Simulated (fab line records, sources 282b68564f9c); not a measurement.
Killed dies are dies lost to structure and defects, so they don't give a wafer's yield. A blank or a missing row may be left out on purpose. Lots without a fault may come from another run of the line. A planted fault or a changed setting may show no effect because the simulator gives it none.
A struck lot beside a sound one | flow rit_cmos | 15 steps out of a route of 202
Sound: wafers L135.2, L135.3, L135.6. Struck: wafers L144.2, L144.4, L144.5. The cause comes at the end.
At each step with rows: each side's tool, then ch and its chambers, then its first start. Under that, the readings that differ: sound wafers | struck wafers | difference of the means | sigmas: that difference in standard deviations of wafers without a fault.
alike: readings whose means differ by less than 2 such deviations, and words and numbers that are the same on both sides. not compared: withheld readings, readings that some wafer has no value for, bounds like >300 that may hide the same value, and numbers for which the record gives no deviation and whose values overlap.
The two part at a step that has a row with sigmas, a row that says differs or no value, or rows on one side only. Numbers that don't overlap but have no deviation are shown without sigmas and don't part them. A reading that every wafer of one side lacks parts them only if that side has two wafers or more.

first, 5 steps without rows for these wafers: RIT_NLDD_COAT_01 (resist thk 1000 nm); RIT_NLDD_SOFTBAKE_02 (time 60 s); RIT_NLDD_EXPOSE_03 (exposes mask M7, target cd 40700 nm); RIT_NLDD_PEB_04; RIT_NLDD_DEVELOP_05 (develop time 50 s).
RIT_NLDD_OVL_MEAS_06:
  sound on overlay-01, day 4 10:11; struck on overlay-01, day 6 02:30
  alike: NLDD_OVL
then, 2 steps without rows for these wafers: RIT_NLDD_HARDBAKE_07 (time 60 s); RIT_NLDD_IMPLANT_08.
RIT_NLDD_STRIP_09: strips in O2, time 180 s.
  sound on plasma_asher-03 ch 0,1, day 4 10:31; struck on plasma_asher-03 ch 0,1, day 6 02:57
  alike: drypump_motor_current_A, rf_refl_power_W
  not compared: rf_hours_counter_h
RIT_NLDD_TW_MEAS_10:
  sound on film_metro-01, day 4 10:42; struck on film_metro-03, day 6 03:08
  reading | sound          | struck         | difference | sigmas
  NLDD_TW | 2473 2451 2461 | 2526 2530 2536 | +69        | +3
then, 2 steps without rows for these wafers: RIT_PLDD_HMDS_00 (prime time 60 s); RIT_PLDD_COAT_01 (resist thk 1000 nm).
RIT_PLDD_SOFTBAKE_02: time 60 s.
  sound on litho_track-01 ch 0, day 4 11:04; struck on litho_track-04 ch 0, day 6 03:44
  reading          | sound             | struck               | difference | sigmas
  run_length_s (s) | 89.12 89.01 89.27 | 101.22 101.21 101.23 | +12.09     | +76
  alike: heater_power_total_W
then, 1 step without rows for these wafers: RIT_PLDD_EXPOSE_03 (exposes mask M8, target cd 40900 nm).
RIT_M1_PROBE_99:
  sound on prober-02, day 5 02:46; struck on prober-02, day 6 21:26
  alike: killed_at_front_end, killed_dies, killed_open, killed_short

WHERE THEY PART
First at RIT_NLDD_TW_MEAS_10; last, within this record, at RIT_PLDD_SOFTBAKE_02. Later steps at which nothing parts them and some readings are alike: RIT_M1_PROBE_99.

WHY: what the simulator had put in
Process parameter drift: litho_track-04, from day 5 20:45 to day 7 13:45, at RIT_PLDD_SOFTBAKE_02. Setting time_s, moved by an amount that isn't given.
